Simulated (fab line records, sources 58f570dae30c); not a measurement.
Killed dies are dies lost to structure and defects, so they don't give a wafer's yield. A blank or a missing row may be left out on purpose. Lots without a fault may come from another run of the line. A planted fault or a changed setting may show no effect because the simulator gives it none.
fab line records | flow berkeley_cmos170
record lots=13 wafers=39 last_day=12
route steps=331 shown PSD@184 NSD@196
lots that met no fault: from a run of the same line without faults
start_h: hours from the record's first day to the start of the lot's first wafer shown | wait_h: hours since the lot's step before | " the same as in the row above | L1.1+2: a row that stands for several wafers | - no value, or no start given | * or withheld: withheld | < > ~ a bound
route shown NAME@n: a module of which the file shows steps, and the number in the route of the first | usual: mean/standard deviation of fault-free wafers | same: alike in all rows | chamber/n: place in a boat | sites: the reading at each site | _std_site: their standard deviation | _edge_site: outer sites' mean less inner sites' | radius_mm: how far each site lies from the wafer's centre | mask NAME#n: copy n | behind: the tool/chamber that last shaped the wafer | hold: why the lot was held/for how many hours/how that ended | device: the transistor (n, p or np) that didn't switch | end of line: the same wafers' tests at the end of the route | a step without rows: its recipe alone | killed: dies lost to structure and defects at the first sort, not the wafer's yield | map: a wafer's dies, x killed, . not, _ none there
set.NAME: the setting as run; set.NAME@STEP: as run at that earlier step | model.NAME: the simulator's own value behind a step, which no gauge read
steps of the route over a sample of lots; a table a step, a row a wafer
services: from which hour (start_h, from the record's first day; less than 0 if before it) a tool's chamber was out of use, for how many hours, and why
## steps
# step UCB170_PSD_STRIP_09
# recipe chemistry=O2 power_w=400 pressure_mtorr=3500 platen_temp_c=withheld o2_flow_sccm=400 overash_fraction=0.5
# usual chamber_pressure_mTorr=3500/3.4 drypump_motor_current_A=5.9/0.33 oes_product_au=0.600/0.005 strip_time_to_endpoint_s=29.40/0.074
# columns lot.wafer tool chamber start_h wait_h chamber_pressure_mTorr drypump_motor_current_A oes_product_au rf_hours_counter_h strip_time_to_endpoint_s
L721.1 plasma_asher-01 1 159.91 0.1 3496 5.7 0.603 4 29.42
L721.3 " 0 " " 3506 6.2 0.594 - 29.37
L721.6 " 0 " " 3503 6.2 0.605 - 29.33
L723.1 plasma_asher-04 0 171.20 0.1 3497 5.8 0.604 48 29.44
L723.4 " 1 " " 3504 5.7 0.601 - 29.26
L723.6 " 1 " " 3500 5.7 0.591 - 29.23
L722.2 plasma_asher-04 0 171.57 0.1 3494 5.8 0.600 48 29.29
L722.4 " 0 " " 3504 5.8 0.599 - 29.24
L722.6 " 0 " " 3499 5.8 0.605 - 29.31
L724.2 plasma_asher-03 1 183.78 0.1 3502 6.7 0.600 37 29.48
L724.4 " 1 " " 3500 6.7 0.605 - 29.51
L724.5 " 0 " " 3504 5.9 0.604 - 29.40
L726.3 plasma_asher-01 0 184.20 0.1 3501 6.2 0.601 - 29.41
L726.5 " 0 " " 3502 6.2 0.607 - 29.38
L726.6 " 1 " " 3506 5.7 0.601 - 29.40
L725.1 plasma_asher-04 0 184.33 0.1 3501 5.8 0.602 50 29.42
L725.5 " 0 " " 3498 5.8 0.597 - 29.43
L725.6 " 1 " " 3500 5.8 0.602 - 29.50
L727.1 plasma_asher-04 1 197.87 0.1 3499 5.7 0.593 51 29.49
L727.4 " 1 " " 3500 5.7 0.603 - 29.57
L727.6 " 0 " " 3500 5.8 0.596 - 29.53
L728.1 plasma_asher-01 0 197.87 0.1 3502 6.2 0.598 9 29.30
L728.3 " 0 " " 3499 6.2 0.598 - 29.27
L728.4 " 1 " " 3497 5.7 0.599 - 29.32
L731.1 plasma_asher-04 0 208.54 0.1 3503 5.8 0.596 53 29.52
L731.4 " 1 " " 3504 5.7 0.593 - 29.36
L731.6 " 1 " " 3499 5.7 0.601 - 29.49
L729.1 plasma_asher-03 1 208.56 0.1 3506 6.7 0.596 40 29.43
L729.2 " 0 " " 3493 5.9 0.610 40 29.38
L729.5 " 0 " " 3504 6.0 0.604 - 29.45
L733.3 plasma_asher-01 1 224.19 0.1 3497 5.6 0.600 - 29.35
L733.4 " 0 " " 3499 6.3 0.606 - 29.39
L733.5 " 0 " " 3500 6.2 0.606 - 29.34
L737.1 plasma_asher-04 0 240.10 0.1 3493 5.8 0.438 57 -
L737.2 " 1 " " 3500 5.7 0.437 57 -
L737.6 " 1 " " 3498 5.7 0.434 - -
L742.2 plasma_asher-01 0 268.81 0.1 3504 6.3 0.600 16 29.41
L742.4 " 0 " " 3504 6.2 0.601 - 29.45
L742.6 " 0 " " 3504 6.2 0.608 - 29.44
# step UCB170_NSD_STRIP_09
# recipe chemistry=O2 power_w=400 pressure_mtorr=3500 platen_temp_c=withheld o2_flow_sccm=400 overash_fraction=0.5
# usual chamber_pressure_mTorr=3500/3.2 drypump_motor_current_A=6.1/0.33 oes_product_au=0.534/0.0046 strip_time_to_endpoint_s=35.84/0.079
# columns lot.wafer tool chamber start_h wait_h chamber_pressure_mTorr drypump_motor_current_A oes_product_au rf_hours_counter_h strip_time_to_endpoint_s
L721.1 plasma_asher-02 1 161.99 0.1 3494 6.3 0.530 41 35.99
L721.3 " 1 " " 3499 6.3 0.530 - 35.90
L721.6 " 0 " " 3497 6.1 0.533 - 35.92
L723.1 plasma_asher-02 1 173.46 0.1 3500 6.3 0.534 42 35.87
L723.4 " 0 " " 3502 6.1 0.529 - 35.88
L723.6 " 1 " " 3499 6.3 0.536 - 35.93
L722.2 plasma_asher-03 0 173.76 0.1 3501 5.9 0.534 37 35.79
L722.4 " 1 " " 3499 6.7 0.541 - 35.81
L722.6 " 1 " " 3503 6.8 0.538 - 35.74
L724.2 plasma_asher-02 1 185.78 0.1 3499 6.3 0.534 44 35.81
L724.4 " 0 " " 3497 6.1 0.533 - 35.83
L724.5 " 1 " " 3496 6.3 0.534 - 35.70
L726.3 plasma_asher-03 0 186.21 0.1 3501 6.0 0.538 - 35.85
L726.5 " 1 " " 3502 6.7 0.535 - 35.91
L726.6 " 0 " " 3499 5.9 0.536 - 35.89
L725.1 plasma_asher-01 1 186.77 0.1 3500 5.7 0.535 7 35.80
L725.5 " 1 " " 3496 5.7 0.532 - 35.85
L725.6 " 0 " " 3495 6.2 0.537 - 35.90
L727.1 plasma_asher-02 0 199.68 0.1 3499 6.1 0.535 45 35.75
L727.4 " 0 " " 3495 6.1 0.543 - 35.78
L727.6 " 1 " " 3504 6.3 0.537 - 35.72
L728.1 plasma_asher-01 0 200.51 0.1 3495 6.2 0.534 9 35.80
L728.3 " 0 " " 3498 6.3 0.528 - 35.82
L728.4 " 1 " " 3501 5.7 0.539 - 35.96
L731.1 plasma_asher-03 0 210.63 0.1 3497 5.9 0.529 40 35.90
L731.4 " 1 " " 3493 6.8 0.531 - 35.95
L731.6 " 0 " " 3496 5.9 0.534 - 35.84
L729.1 plasma_asher-03 0 210.94 0.1 3498 5.9 0.535 40 35.80
L729.2 " 1 " " 3499 6.7 0.530 40 35.80
L729.5 " 0 " " 3504 5.9 0.542 - 35.84
L733.3 plasma_asher-01 1 227.33 0.1 3501 5.6 0.534 - 35.86
L733.4 " 0 " " 3496 6.2 0.543 - 35.91
L733.5 " 0 " " 3495 6.2 0.534 - 35.87
L737.1 plasma_asher-02 0 242.27 0.1 3499 6.1 0.615 50 56.17
L737.2 " 1 " " 3495 6.3 0.606 50 56.19
L737.6 " 1 " " 3500 6.3 0.610 - 56.21
L742.2 plasma_asher-01 1 271.29 0.1 3500 5.6 0.530 17 35.86
L742.4 " 0 " " 3494 6.2 0.536 - 35.90
L742.6 " 0 " " 3500 6.2 0.538 - 35.87
# step UCB170_NSD_TW_MEAS_10
# usual NSD_TW=4176/29
# columns lot.wafer tool chamber start_h wait_h NSD_TW
L721.1 film_metro-01 - 162.09 0.1 4105
L721.3 " - " " 4107
L721.6 " - " " 4114
L723.1 film_metro-03 - 173.56 0.1 4170
L723.4 " - " " 4175
L723.6 " - " " 4200
L722.2 film_metro-03 - 173.87 0.1 4177
L722.4 " - " " 4202
L722.6 " - " " 4201
L724.2 film_metro-02 - 185.89 0.1 4170
L724.4 " - " " 4150
L724.5 " - " " 4172
L726.3 film_metro-03 - 186.30 0.1 4187
L726.5 " - " " 4211
L726.6 " - " " 4198
L725.1 film_metro-02 - 186.87 0.1 4149
L725.5 " - " " 4153
L725.6 " - " " 4172
L727.1 film_metro-02 - 199.78 0.1 4195
L727.4 " - " " 4177
L727.6 " - " " 4179
L728.1 film_metro-03 - 200.61 0.1 4162
L728.3 " - " " 4184
L728.4 " - " " 4155
L731.1 film_metro-02 - 210.73 0.1 4197
L731.4 " - " " 4201
L731.6 " - " " 4186
L729.1 film_metro-02 - 211.04 0.1 4207
L729.2 " - " " 4188
L729.5 " - " " 4201
L733.3 film_metro-03 - 227.42 0.1 4181
L733.4 " - " " 4192
L733.5 " - " " 4181
L737.1 film_metro-01 - 242.37 0.1 30
L737.2 " - " " 30
L737.6 " - " " 30
L742.2 film_metro-02 - 271.40 0.1 4213
L742.4 " - " " 4195
L742.6 " - " " 4178
## services
# columns tool chamber start_h hours kind
plasma_asher-04 - 136.13 3.3 repair
plasma_asher-01 - 137.47 6.2 repair
plasma_asher-03 - 200.49 3.8 repair
plasma_asher-01 - 206.34 3.1 repair
## key
first_sign step=UCB170_PSD_STRIP_09 reading=oes_product_au direction=down sigmas=33 usual=0.600 struck=0.436
effect step=UCB170_NSD_STRIP_09 reading=strip_time_to_endpoint_s direction=up sigmas=99+ usual=* struck=*
effect step=UCB170_NSD_TW_MEAS_10 reading=NSD_TW direction=down sigmas=99+ usual=4176 struck=30
met_at UCB170_PSD_STRIP_09
struck_lots L737
sort_left_out L737.1,L737.2,L737.6
tester_left_out L737
onset_between 208.54 240.10
fault kind=strip_aborted tool=plasma_asher-04 chamber=- onset_h=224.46 steps=UCB170_PSD_STRIP_09 offset=0.85 end_h=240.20
# tester_left_out: of these lots the tester's yield and bins aren't shown, on N5 and GAA mostly nor the transistor test; their killed dies are dies lost to structure and defects alone, not to doping, threshold or leakage, so they don't give the yield
# sort_left_out: the simulated sort isn't trusted on such a fault, so these wafers' sort isn't shown, and their yield isn't known
